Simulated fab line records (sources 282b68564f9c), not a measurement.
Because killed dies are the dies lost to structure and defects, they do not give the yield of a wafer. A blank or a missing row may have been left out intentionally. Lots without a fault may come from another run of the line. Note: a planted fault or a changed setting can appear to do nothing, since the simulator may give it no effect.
fab line records ; flow rit_cmos
record: lots: 14; wafers: 42; last_day: 7
route steps=202 shown FOX2@23
lots with no fault: from the same line, run without faults
start_h: hours from the record's opening day to when the first of the lot's shown wafers began ; wait_h: how many hours have passed since the lot's step before this one ; " as in the row above ; L1.1+2: several wafers, shown together as one row ; - no value present, or no start provided ; * or withheld: withheld ; < > ~ a bound
route shown NAME@n: a module of which the file shows steps, and the number in the route of the first ; usual: the fault-free wafers' mean and standard deviation ; same: alike in all rows ; chamber/n: place in a boat ; sites: readings site by site ; _std_site: the standard deviation of these ; _edge_site: the outer-site mean with the inner-site mean subtracted ; radius_mm: for every site, how far away it sits from the centre of the wafer ; mask NAME#n: copy n ; behind: tool/chamber where the wafer was last shaped ; hold: what put the lot on hold/how long, in hours/how the hold closed ; device: which transistor (n, p or np) failed to switch ; end of line: the same wafers' tests at the end of the route ; a step given without rows: its recipe and nothing more ; killed: the dies lost at the first sort to structure and to defects; this is not the yield of the wafer ; map: the dies of a wafer, with x for killed, . for not killed, _ for no die there
set.NAME: the setting as run; set.NAME@STEP: as run at that earlier step ; model.NAME: the simulator's own value behind a step, which no gauge read
steps of the route over a sample of lots; a table a step, a row a wafer
services: from which hour (start_h, from the record's first day; less than 0 if before it) a tool's chamber was out of use, for how many hours, and why
== steps ==
step: RIT_FOX2_OXIDATION_00
recipe: temp_c: 1100; ambient: H2O; target_thk_a: 3507; p_h2o_torr: 720; ox_time_s: 1130
usual: ox_temp_c: 1100.0/0.54; ox_temp_c_max: 1106.4/2.2; spike_tc_centre_C: 1102.9/1.1; zone_power_centre_pct: 56/7.2
lot.wafer;tool;chamber;start_h;wait_h;ox_temp_c;ox_temp_c_max;spike_tc_centre_C;zone_power_centre_pct
L449.2;furnace-02;0;19.44;0.9;1100.4;1108.0;1102.9;63
L449.3;furnace-02;0;19.44;0.9;1100.9;1107.3;1103.0;63
L449.4;furnace-02;0;19.44;0.9;1100.6;1109.0;1103.3;64
L450.1;furnace-01;0;22.00;0.0;1099.7;1104.7;1102.8;53
L450.2;furnace-01;0;22.00;0.0;1100.3;1106.2;1103.9;53
L450.5;furnace-01;0;22.00;0.0;1099.8;1105.7;1103.5;54
L452.1;furnace-01;0;33.23;0.0;1100.9;1105.4;1100.7;53
L452.3;furnace-01;0;33.23;0.0;1100.1;1107.3;1103.4;54
L452.4;furnace-01;0;33.23;0.0;1100.7;1106.8;1103.1;53
L453.2;furnace-01;0;37.72;0.0;1101.0;1104.9;1101.1;53
L453.4;furnace-01;0;37.72;0.0;1100.3;1105.4;1103.8;54
L453.5;furnace-01;0;37.72;0.0;1100.7;1105.6;1102.0;54
L454.2;furnace-01;0;44.28;1.3;1099.7;1103.9;1101.9;53
L454.5;furnace-01;0;44.28;1.3;1100.2;1104.4;1102.5;52
L454.6;furnace-01;0;44.28;1.3;1099.5;1104.4;1103.8;54
L455.1;furnace-01;0;48.31;0.0;1099.5;1104.5;1104.8;53
L455.3;furnace-01;0;48.31;0.0;1099.8;1103.5;1103.3;54
L455.4;furnace-01;0;48.31;0.0;1100.1;1104.1;1103.2;55
L460.1;furnace-04;-;72.06;0.0;-;-;-;-
L460.2;furnace-04;-;72.06;0.0;-;-;-;-
L460.5;furnace-04;-;72.06;0.0;-;-;-;-
L461.1;furnace-01;-;78.34;1.3;-;-;-;-
L461.4;furnace-01;-;78.34;1.3;-;-;-;-
L461.5;furnace-01;-;78.34;1.3;-;-;-;-
L465.1;furnace-02;0;99.05;0.5;1100.4;1109.0;1103.1;63
L465.3;furnace-02;0;99.05;0.5;1100.2;1109.9;1104.1;64
L465.6;furnace-02;0;99.05;0.5;1100.7;1109.5;1103.5;63
L466.1;furnace-02;0;102.11;0.0;1100.1;1109.1;1102.8;64
L466.2;furnace-02;0;102.11;0.0;1099.7;1107.1;1103.9;65
L466.6;furnace-02;0;102.11;0.0;1099.5;1108.7;1102.1;64
L469.4;furnace-02;0;117.34;0.0;1100.6;1107.4;1101.1;64
L469.5;furnace-02;0;117.34;0.0;1101.0;1108.8;1102.2;65
L469.6;furnace-02;0;117.34;0.0;1100.7;1108.4;1102.2;63
L470.1;furnace-01;0;123.07;0.0;1101.2;1108.5;1102.9;53
L470.5;furnace-01;0;123.07;0.0;1100.4;1105.9;1102.5;53
L470.6;furnace-01;0;123.07;0.0;1100.7;1105.2;1102.8;54
L471.2;furnace-01;0;127.16;0.0;1099.9;1104.0;1101.8;53
L471.5;furnace-01;0;127.16;0.0;1099.2;1104.5;1103.6;53
L471.6;furnace-01;0;127.16;0.0;1099.3;1103.9;1103.9;54
L472.1;furnace-02;0;132.16;0.0;1099.7;1110.1;1105.4;64
L472.2;furnace-02;0;132.16;0.0;1099.7;1108.3;1102.5;64
L472.3;furnace-02;0;132.16;0.0;1099.4;1107.9;1102.9;64
== services ==
tool;chamber;start_h;hours;kind
furnace-01;-;4.39;3.9;pm
furnace-04;-;13.29;2.7;pm
furnace-01;-;41.93;2.3;pm
furnace-04;-;43.79;1.3;pm
furnace-04;-;58.94;3.5;pm
furnace-02;-;72.05;19.8;pm
furnace-02;-;91.84;3.5;pm
== key ==
first_sign: step: RIT_FOX2_OXIDATION_00; reading: tool_record; direction: missing
effect none on later readings
met_at RIT_FOX2_OXIDATION_00
struck_lots L460,L461
later_rows_left_out L460.1,L460.2,L460.5,L461.1,L461.4,L461.5
sort_left_out L460.1,L460.2,L460.5,L461.1,L461.4,L461.5
tester_left_out L460,L461
onset_between 48.31 72.06
fault: kind: skipped_step_whole; tool: furnace-01,furnace-04; chamber: -; onset_h: 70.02; steps: RIT_FOX2_OXIDATION_00; scope: struck_lots_only
tester_left_out: of these lots the tester's yield and bins aren't shown, on N5 and GAA mostly nor the transistor test; their killed dies are dies lost to structure and defects alone, not to doping, threshold or leakage, so they don't give the yield
sort_left_out: the simulated sort isn't trusted on such a fault, so these wafers' sort isn't shown, and their yield isn't known
later_rows_left_out: the simulator's readings of these wafers behind a module that went badly wrong aren't trusted and aren't shown, but for the sort
